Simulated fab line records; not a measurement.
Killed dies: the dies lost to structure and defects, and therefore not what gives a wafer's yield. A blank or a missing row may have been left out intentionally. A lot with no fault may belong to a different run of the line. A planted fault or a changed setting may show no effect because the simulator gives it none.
Split-lot trial / flow rit-cmos / route with 202 steps; 5 lots, 23 wafers read

## ON THE SPLIT
At RIT_SILICIDE_SPUTTER_01 (material Ti, target thk 30 nm, time 240 s), the setting time-s was moved away from the recipe's 240 s on 11 of the 23 wafers read, by -14.6% to -6.6%. This setting was run at the recipe's value on the other wafers.

## FROM THE SPLIT ON TO THE READING: in between, the file shows 1 step
- RIT_SILICIDE_RS_MEAS_02: measures by four-point-probe

## THE READING
SILICIDE_TI_THK, in nm, at RIT_SILICIDE_THK_MEAS_03 (measures by xrf). A value of 29.8 nm with a standard deviation of 0.41 nm is what fault-free wafers of this fab line usually give.

wafer=L074.1; tool, chamber at the split=pvd-sputter-01, -; time-s as run, s=221.3; against the recipe=-7.8%; SILICIDE_TI_THK, nm=26.6; against lot-mates on the recipe=-2.7
wafer=L074.3; tool, chamber at the split=pvd-sputter-01, -; time-s as run, s=240; against the recipe=recipe; SILICIDE_TI_THK, nm=29.5; against lot-mates on the recipe=-
wafer=L074.4; tool, chamber at the split=pvd-sputter-01, -; time-s as run, s=221.3; against the recipe=-7.8%; SILICIDE_TI_THK, nm=26.7; against lot-mates on the recipe=-2.6
wafer=L074.5; tool, chamber at the split=pvd-sputter-01, -; time-s as run, s=240; against the recipe=recipe; SILICIDE_TI_THK, nm=29.1; against lot-mates on the recipe=-
wafer=L074.6; tool, chamber at the split=pvd-sputter-01, -; time-s as run, s=221.3; against the recipe=-7.8%; SILICIDE_TI_THK, nm=27.1; against lot-mates on the recipe=-2.2
wafer=L078.1; tool, chamber at the split=pvd-sputter-01, -; time-s as run, s=214.2; against the recipe=-10.8%; SILICIDE_TI_THK, nm=26.8; against lot-mates on the recipe=-3.3
wafer=L078.2; tool, chamber at the split=pvd-sputter-01, -; time-s as run, s=240; against the recipe=recipe; SILICIDE_TI_THK, nm=30.1; against lot-mates on the recipe=-
wafer=L078.4; tool, chamber at the split=pvd-sputter-01, -; time-s as run, s=214.2; against the recipe=-10.8%; SILICIDE_TI_THK, nm=26.8; against lot-mates on the recipe=-3.3
wafer=L078.5; tool, chamber at the split=pvd-sputter-01, -; time-s as run, s=240; against the recipe=recipe; SILICIDE_TI_THK, nm=30.1; against lot-mates on the recipe=-
wafer=L078.6; tool, chamber at the split=pvd-sputter-01, -; time-s as run, s=240; against the recipe=recipe; SILICIDE_TI_THK, nm=30.0; against lot-mates on the recipe=-
wafer=L082.2; tool, chamber at the split=pvd-sputter-04, -; time-s as run, s=240; against the recipe=recipe; SILICIDE_TI_THK, nm=30.4; against lot-mates on the recipe=-
wafer=L082.5; tool, chamber at the split=pvd-sputter-04, -; time-s as run, s=240; against the recipe=recipe; SILICIDE_TI_THK, nm=29.7; against lot-mates on the recipe=-
wafer=L082.6; tool, chamber at the split=pvd-sputter-04, -; time-s as run, s=240; against the recipe=recipe; SILICIDE_TI_THK, nm=30.5; against lot-mates on the recipe=-
wafer=L083.1; tool, chamber at the split=pvd-sputter-01, -; time-s as run, s=240; against the recipe=recipe; SILICIDE_TI_THK, nm=29.6; against lot-mates on the recipe=-
wafer=L083.2; tool, chamber at the split=pvd-sputter-01, -; time-s as run, s=240; against the recipe=recipe; SILICIDE_TI_THK, nm=29.7; against lot-mates on the recipe=-
wafer=L083.3; tool, chamber at the split=pvd-sputter-01, -; time-s as run, s=224.2; against the recipe=-6.6%; SILICIDE_TI_THK, nm=27.6; against lot-mates on the recipe=-2.0
wafer=L083.4; tool, chamber at the split=pvd-sputter-01, -; time-s as run, s=224.2; against the recipe=-6.6%; SILICIDE_TI_THK, nm=27.6; against lot-mates on the recipe=-2.0
wafer=L083.6; tool, chamber at the split=pvd-sputter-01, -; time-s as run, s=224.2; against the recipe=-6.6%; SILICIDE_TI_THK, nm=27.7; against lot-mates on the recipe=-1.9
wafer=L085.1; tool, chamber at the split=pvd-sputter-04, -; time-s as run, s=204.9; against the recipe=-14.6%; SILICIDE_TI_THK, nm=25.0; against lot-mates on the recipe=-4.1
wafer=L085.2; tool, chamber at the split=pvd-sputter-04, -; time-s as run, s=204.9; against the recipe=-14.6%; SILICIDE_TI_THK, nm=25.2; against lot-mates on the recipe=-3.9
wafer=L085.3; tool, chamber at the split=pvd-sputter-04, -; time-s as run, s=240; against the recipe=recipe; SILICIDE_TI_THK, nm=29.1; against lot-mates on the recipe=-
wafer=L085.4; tool, chamber at the split=pvd-sputter-04, -; time-s as run, s=240; against the recipe=recipe; SILICIDE_TI_THK, nm=29.2; against lot-mates on the recipe=-
wafer=L085.5; tool, chamber at the split=pvd-sputter-04, -; time-s as run, s=204.9; against the recipe=-14.6%; SILICIDE_TI_THK, nm=25.4; against lot-mates on the recipe=-3.8

FIT RESULTS
A straight line over all 23 wafers: SILICIDE_TI_THK changes by +0.312 nm for each +1% of time-s; r = +0.97; the points scatter about the line by 0.43 nm.
The same after taking each lot's own level away (the mean of its wafers on the recipe; 23 wafers): +0.284 nm for each +1%; r = +0.99; scatter 0.24 nm.
Per that fit: largest time-s move, reading shift of 4.2 nm.
The lots' own levels span 29.15 to 30.20 nm, that is 2.6 times the standard deviation above.
The two slopes are in agreement: the lot-to-lot level therefore moves the slope only a little.
Check: with one of the wafers moved furthest among these (-14.6%) left out of the fit, the line predicts -4.21 nm for it against its lot-mates. It came out at -4.15 nm against them.

## THE WHOLE CHAIN: every reading that the file lists as answering this split, in the file's order
step=RIT_SILICIDE_SPUTTER_01; what it does=material Ti, target thk 30 nm, time 240 s; reading=Ti_of_SILICIDE_SPUTTER_01.thk-nm (the simulator's own value, which no gauge read); change (the file's fit)=+0.289 nm for each +1% of the setting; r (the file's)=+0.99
step=RIT_SILICIDE_RS_MEAS_02; what it does=measures by four-point-probe; reading=SILICIDE_TI_RS; change (the file's fit)=-0.683 for each +1% of the setting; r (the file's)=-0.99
step=RIT_SILICIDE_THK_MEAS_03; what it does=measures by xrf; reading=SILICIDE_TI_THK; change (the file's fit)=+0.29 for each +1% of the setting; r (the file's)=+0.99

## FILE'S OWN FIT
SILICIDE_TI_THK changes by +0.29 nm for each +1% of time-s, r = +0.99.
